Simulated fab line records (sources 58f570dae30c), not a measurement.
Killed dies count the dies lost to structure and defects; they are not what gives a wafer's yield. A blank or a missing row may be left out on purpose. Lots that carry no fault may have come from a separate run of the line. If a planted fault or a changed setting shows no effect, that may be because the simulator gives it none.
Split-lot trial + flow berkeley cmos170 + 23 wafers read from 5 lots, route of 331 steps

== SPLIT DETAILS ==
At UCB170_SCREENOX_OXIDATION_01 (target thk 14.4 nm, ox time 2400 s), the setting ox time s was moved away from the recipe's 2400 s on 15 of the 23 wafers read, by -11.0% to +5.2%. This setting was run at the recipe's value on the other wafers.

Split to reading: the file shows no intervening step.

== THE READING ==
Values of SCREENOX_OXIDE_THK in nm from UCB170_SCREENOX_THK_MEAS_02. Typical for fault-free wafers on this fab line: 14.5 nm, with standard deviation 0.32 nm.

| wafer  | tool, chamber at the split | ox time s as run, s | against the recipe | SCREENOX_OXIDE_THK, nm | against lot-mates on the recipe |
|--------|----------------------------|---------------------|--------------------|------------------------|---------------------------------|
| L074.1 | -, -                       | 2242                | -6.6%              | 13.9                   | no lot-mate on the recipe       |
| L074.2 | -, -                       | 2242                | -6.6%              | 13.9                   | no lot-mate on the recipe       |
| L074.3 | -, -                       | 2242                | -6.6%              | 14.0                   | no lot-mate on the recipe       |
| L074.4 | -, -                       | 2242                | -6.6%              | 13.9                   | no lot-mate on the recipe       |
| L074.5 | -, -                       | 2242                | -6.6%              | 13.8                   | no lot-mate on the recipe       |
| L075.1 | -, -                       | 2136                | -11.0%             | 13.2                   | no lot-mate on the recipe       |
| L075.2 | -, -                       | 2136                | -11.0%             | 13.3                   | no lot-mate on the recipe       |
| L075.3 | -, -                       | 2136                | -11.0%             | 13.4                   | no lot-mate on the recipe       |
| L075.5 | -, -                       | 2136                | -11.0%             | 13.2                   | no lot-mate on the recipe       |
| L075.6 | -, -                       | 2136                | -11.0%             | 13.3                   | no lot-mate on the recipe       |
| L080.1 | furnace-03, 0              | 2400                | recipe             | 14.8                   | -                               |
| L080.3 | furnace-03, 0              | 2400                | recipe             | 14.6                   | -                               |
| L080.4 | furnace-03, 0              | 2400                | recipe             | 14.7                   | -                               |
| L081.1 | -, -                       | 2526                | +5.2%              | 15.2                   | no lot-mate on the recipe       |
| L081.2 | -, -                       | 2526                | +5.2%              | 15.0                   | no lot-mate on the recipe       |
| L081.4 | -, -                       | 2526                | +5.2%              | 15.2                   | no lot-mate on the recipe       |
| L081.5 | -, -                       | 2526                | +5.2%              | 14.9                   | no lot-mate on the recipe       |
| L081.6 | -, -                       | 2526                | +5.2%              | 15.2                   | no lot-mate on the recipe       |
| L085.1 | -, -                       | 2400                | recipe             | 14.6                   | -                               |
| L085.2 | -, -                       | 2400                | recipe             | 14.6                   | -                               |
| L085.3 | -, -                       | 2400                | recipe             | 14.6                   | -                               |
| L085.5 | -, -                       | 2400                | recipe             | 14.7                   | -                               |
| L085.6 | -, -                       | 2400                | recipe             | 14.9                   | -                               |

FIT RESULTS
A straight line over all 23 wafers: SCREENOX_OXIDE_THK changes by +0.114 nm for each +1% of ox time s; r = +0.98; the points scatter about the line by 0.13 nm.
Too few moved wafers have a lot-mate on the recipe to fit a line with each lot's own level taken away.

== THE WHOLE CHAIN: every reading that the file lists as answering this split, in the file's order ==
| step                         | what it does                       | reading                                                                               | change (the file's fit)               | r (the file's) |
|------------------------------|------------------------------------|---------------------------------------------------------------------------------------|---------------------------------------|----------------|
| UCB170_SCREENOX_OXIDATION_01 | target thk 14.4 nm, ox time 2400 s | SiO2_of_SCREENOX_OXIDATION_01.thk nm (the simulator's own value, which no gauge read) | +0.112 nm for each +1% of the setting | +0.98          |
| UCB170_SCREENOX_THK_MEAS_02  |                                    | SCREENOX_OXIDE_THK                                                                    | +0.113 for each +1% of the setting    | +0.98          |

== FILE'S OWN FIT ==
SCREENOX_OXIDE_THK changes by +0.113 nm for each +1% of ox time s, r = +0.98.
